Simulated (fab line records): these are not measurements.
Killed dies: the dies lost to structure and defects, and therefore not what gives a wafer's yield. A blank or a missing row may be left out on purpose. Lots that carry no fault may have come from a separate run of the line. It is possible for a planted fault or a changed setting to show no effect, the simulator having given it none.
The same fault as seen by 2 desks / flow berkeley_cmos170 / every desk sees just its own numbers, and what lay behind them comes last

## THE METROLOGY DESK
What the gauges read for every lot (on any tool): the sampled wafers with a number, averaged. If a lot's mean is further than 4 standard deviations from the usual mean, the lot is out of limits and carries the mark OUT (the distance appears in the brackets).
Columns: A = START_OXIDE_THK at UCB170_START_THK_MEAS_03, usual 20.0 nm; B = NWELL_NITRIDE_THK at UCB170_NWELL_THK_MEAS_05, usual 224.0 nm
lot=L660; first seen here=day 1 17:34; A=20.0; B=223.4
lot=L662; first seen here=day 2 04:34; A=20.4; B=222.5
lot=L664; first seen here=day 2 15:55; A=19.9; B=223.3
lot=L666; first seen here=day 2 23:52; A=20.4; B=222.9
lot=L667; first seen here=day 3 07:05; A=20.1; B=223.1
lot=L668; first seen here=day 3 13:19; A=19.5; B=223.1
lot=L671; first seen here=day 4 04:41; A=20.2; B=225.4
lot=L674; first seen here=day 4 20:22; A=20.2; B=225.4
lot=L676; first seen here=day 5 06:16; A=20.1; B=221.9
lot=L677; first seen here=day 5 06:20; A=20.1; B=221.5
lot=L679; first seen here=day 5 19:29; A=19.7; B=220.7
lot=L680; first seen here=day 6 01:07; A=20.1; B=227.4
lot=L681; first seen here=day 6 05:44; A=20.1; B=223.7
This desk's verdict: no lot among the 13 shows anything out of limits.

## AT THE TOOL OWNER'S DESK: plasma_asher-04
The tool's own readings at UCB170_M2_STRIP_19 (strips in O2): means of the sampled wafers that have a number, for each lot that ran on this tool. If a lot's mean is further than 4 standard deviations from the usual mean, the lot is out of limits and carries the mark OUT (the distance appears in the brackets).
Columns: A = drypump_motor_current_A at UCB170_M2_STRIP_19, usual 5.5 A; B = oes_product_au at UCB170_M2_STRIP_19, usual 0.549 a.u.
lot=L666; first seen here=day 10 08:48; A=5.8; B=0.548
lot=L668; first seen here=day 10 13:33; A=5.7; B=0.531
lot=L674; first seen here=day 12 12:11; A=5.8; B=0.541
This desk's verdict: no lot among the 3 shows anything out of limits.

## TAKEN TOGETHER
The metrology desk saw nothing out of limits.
The desk of the tool owner found nothing out of limits.

## WHAT THE SIMULATOR HAD INSERTED
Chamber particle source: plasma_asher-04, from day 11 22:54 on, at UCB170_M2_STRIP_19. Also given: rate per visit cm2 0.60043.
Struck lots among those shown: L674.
